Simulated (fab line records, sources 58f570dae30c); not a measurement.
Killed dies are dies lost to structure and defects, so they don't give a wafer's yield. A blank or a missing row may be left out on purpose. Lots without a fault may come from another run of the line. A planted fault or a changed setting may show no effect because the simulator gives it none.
Problem report in the 8D (eight disciplines) form, filled by code | flow berkeley_cmos170 | the parts of the form that need people (team, actions taken, sign-off) are left out

1. THE PROBLEM
spin_speed_rpm at UCB170_PVT_COAT_01 reads a mean of 1928.9 rpm on 6 wafers of 2 lots; wafers without a fault read 1500.0 rpm with a standard deviation of 1. That is +99 or more standard deviations from the usual mean.
The step: resist thk 900 nm.
First seen on wafer L110.1, day 7 04:21, on litho_track-03. The record holds 42 wafers of 14 lots with a number at this step. Rule for "out", or "out of limits": more than 4 standard deviations from the usual mean. The other wafers with a number count as sound.

2. WHAT IT IS AND WHAT IT IS NOT
question                    | is                     | is not
which readings at this step | spin_speed_rpm         | -
which lots                  | L110, L113             | L103, L104, L105, L106, L107, L108, L109, L117, L119, L122, L123, L126
which wafers of those lots  | all that have a number | -
read on which tools         | litho_track-03         | litho_track-02, litho_track-04
when                        | from day 7 04:21       | up to then (21 sound wafers); but 15 sound wafers of L117, L119, L122, L123, L126 came after

3. SUSPECTS, AND WHAT RULES EACH OUT
Counting: a tool at a process step up to the reading stays a suspect if it ran every lot that is out and no sound lot after the first of them.
- litho_track-03 at UCB170_PVT_COAT_01 (resist thk 900 nm): kept. It ran every lot that is out, first L110 (day 7 04:21), and no sound lot after that; its last sound lot up to then is L108 (day 6 19:22). Its own readings are out on those wafers: spin_speed_rpm.
Left after counting: litho_track-03 at UCB170_PVT_COAT_01.

4. THE CAUSE (what the simulator had put in)
Process parameter drift: litho_track-03, from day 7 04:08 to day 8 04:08, at UCB170_PVT_COAT_01. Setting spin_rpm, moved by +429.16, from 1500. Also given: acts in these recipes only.
Counting left only this tool.

5. THE CHAIN OF EFFECTS, in route order
Each row: a reading whose mean over the struck wafers that have a number lies more than 3 standard deviations from the usual. Only readings for which the record gives a usual standard deviation are gone through. hours: the time from each lot's start at the first step in this table that gives one to its start at this step, as a median over the lots. sigmas: the change in usual standard deviations.
hours | step                | reading                  | usual      | on struck wafers | change | sigmas
0     | UCB170_PVT_COAT_01  | spin_speed_rpm           | 1500.0 rpm | 1928.9           | +428.9 | +99 or more
2     | UCB170_PVT_STRIP_08 | strip_time_to_endpoint_s | 21.67 s    | 19.10            | -2.57  | -41
The process steps in it:
- UCB170_PVT_COAT_01: resist thk 900 nm.
- UCB170_PVT_STRIP_08: strips in O2.
Later measuring or inspecting steps at which every struck wafer that the step has a row for has a number for every such reading, and none has moved that far: UCB170_FIELD_THK_MEAS_91.

6. WHAT WOULD HAVE CAUGHT IT SOONER
In this record the first reading out of limits was taken at day 7 04:21, 0 hours after the fault began at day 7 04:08.
